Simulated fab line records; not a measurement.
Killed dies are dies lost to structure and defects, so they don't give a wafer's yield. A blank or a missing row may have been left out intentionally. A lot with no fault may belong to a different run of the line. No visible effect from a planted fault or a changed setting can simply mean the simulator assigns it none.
Which tool did it? -- flow berkeley cmos170 -- Sampling: 7 lots, 21 wafers, 3 of 331 route steps

== WHAT THE GAUGES SHOWED, per wafer ==
UCB170_CONTACT_THK_MEAS_02.
lot,measured,on,CONTACT_PSG_THK (nm)
L782,day 6 14:48,film metro-01,704 701 704
L784,day 7 11:55,film metro-04,709 711 710
L785,day 7 16:05,film metro-04,720 714 716
L787,day 8 01:29,film metro-02,651 654 649
L788,day 8 18:51,film metro-04,708 710 703
L802,day 11 12:26,film metro-02,710 708 705
L803,day 11 13:30,film metro-04,692 694 693

== EACH LOT AND THE TOOL THAT RAN IT (in order: tool; ch and the chambers of the sampled wafers; start) ==
lot,UCB170_SDANNEAL_RTA_00,UCB170_CONTACT_CVD_01
L782,"rtp anneal-02 ch 0, day 6 11:28","lpcvd-02 ch 1, day 6 13:01"
L784,"rtp anneal-01 ch 0, day 7 08:55","lpcvd-02 ch 0, day 7 10:08"
L785,"rtp anneal-02 ch 0, day 7 11:47","lpcvd-02 ch 1, day 7 14:19"
L787,"rtp anneal-01 ch 0, day 7 22:33","lpcvd-02 ch 1, day 7 23:43"
L788,"rtp anneal-02 ch 0, day 8 15:43","lpcvd-01 ch 0, day 8 17:01"
L802,"rtp anneal-01 ch 0, day 11 09:24","lpcvd-02 ch 1, day 11 10:38"
L803,"rtp anneal-02 ch 0, day 11 09:22","lpcvd-01 ch 0, day 11 10:50"
- UCB170_SDANNEAL_RTA_00: time 10 s.
- UCB170_CONTACT_CVD_01: deposits PSG from SiH4/O2/PH3, target thk 700 nm, time 2820 s.

== THE ANSWER, worked out from the rows above alone ==
Rule: the usual values come from the lots themselves. Put in order of their means at a reading, lots are off if they are a third of the lots or fewer, leave a main group of 4 or more, and stand apart from it by a gap of 3 or more times the standard deviation of the main group's means; of several such gaps the widest counts. Not used: any main group whose means are identical at the precision the tables above print for the reading. A lot without any number at a reading at which 4 lots or more have one is off too. The other lots that the step has rows for count as sound.
Off: at UCB170_CONTACT_THK_MEAS_02 (CONTACT_PSG_THK), L787. For the main group the mean is 706 nm and the standard deviation 7.2.
A tool fits if, at a process step before that reading, it ran every lot that is off, and no sound lot after the first of them. Those tools and the gauges at UCB170_CONTACT_THK_MEAS_02 are tried in the same way. None of those tried fits.

== WHAT HAD BEEN PUT IN BY THE SIMULATOR ==
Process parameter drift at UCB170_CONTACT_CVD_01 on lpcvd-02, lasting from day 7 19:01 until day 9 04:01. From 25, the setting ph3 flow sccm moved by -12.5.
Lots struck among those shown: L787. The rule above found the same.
